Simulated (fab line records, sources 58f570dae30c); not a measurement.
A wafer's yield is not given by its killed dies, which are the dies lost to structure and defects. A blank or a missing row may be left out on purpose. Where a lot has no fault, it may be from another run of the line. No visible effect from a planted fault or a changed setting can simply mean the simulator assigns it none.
What tool caused it? :: flow berkeley cmos170 :: 21 wafers from 7 lots sampled at 2 of the route's 331 steps

## WHAT THE GAUGES READ, wafer by wafer
UCB170_NLDD_CD_MEAS_06 targets a cd of 1200 nm.
lot: L731
measured: day 7 01:54
on: cd sem-01
cd nm (nm): 1197.9 1198.3 1197.3

lot: L734
measured: day 8 05:11
on: cd sem-01
cd nm (nm): 1199.1 1199.3 1200.1

lot: L738
measured: day 8 21:01
on: cd sem-01
cd nm (nm): 1199.1 1199.4 1199.4

lot: L740
measured: day 9 17:32
on: cd sem-01
cd nm (nm): 1060.8 1059.1 1060.3 1061.3 1059.5 1060.2

lot: L743
measured: day 9 22:55
on: cd sem-01
cd nm (nm): 1076.7 1076.4 1076.7 1076.3 1077.0 1076.9

lot: L749
measured: day 12 01:29
on: cd sem-01
cd nm (nm): 1199.1 1199.9 1200.8

lot: L753
measured: day 12 19:08
on: cd sem-01
cd nm (nm): 1202.7 1203.1 1202.8

## WHAT TOOL EACH LOT RAN ON (gives the tool, then ch and the chambers of the sampled wafers, and finally the start)
lot: L731
UCB170_NLDD_PEB_04: litho track-02 ch 0, day 7 01:34

lot: L734
UCB170_NLDD_PEB_04: litho track-01 ch 0, day 8 04:55

lot: L738
UCB170_NLDD_PEB_04: litho track-01 ch 0, day 8 20:44

lot: L740
UCB170_NLDD_PEB_04: litho track-03 ch 0, day 9 17:10

lot: L743
UCB170_NLDD_PEB_04: litho track-03 ch 0, day 9 21:51

lot: L749
UCB170_NLDD_PEB_04: litho track-02 ch 0, day 12 01:13

lot: L753
UCB170_NLDD_PEB_04: litho track-03 ch 0, day 12 18:52
- UCB170_NLDD_PEB_04

## THE ANSWER, worked out from the rows above alone
Rule: what is usual is taken from the lots themselves. The widest of any qualifying gaps counts: lots, ordered by their means at a reading, are off when they make up no more than a third of the lots, leave a main group of 4 or more, and stand apart from it by 3 or more times the standard deviation of that group's means. Not used: any main group whose means are identical at the precision the tables above print for the reading. A lot without any number at a reading at which 4 lots or more have one is off too. Where the step has rows for the other lots, those lots are counted as sound.
Off at UCB170_NLDD_CD_MEAS_06 (cd nm): L740, L743. Main group: mean 1199.9 nm, sd 1.6.
If a tool, at a process step before that reading, ran all the lots that are off and no sound lot after the first of them, it fits. Those tools and the gauges at UCB170_NLDD_CD_MEAS_06 are tried in the same way. None of those tried fits.

## WHAT THE SIMULATOR PUT IN
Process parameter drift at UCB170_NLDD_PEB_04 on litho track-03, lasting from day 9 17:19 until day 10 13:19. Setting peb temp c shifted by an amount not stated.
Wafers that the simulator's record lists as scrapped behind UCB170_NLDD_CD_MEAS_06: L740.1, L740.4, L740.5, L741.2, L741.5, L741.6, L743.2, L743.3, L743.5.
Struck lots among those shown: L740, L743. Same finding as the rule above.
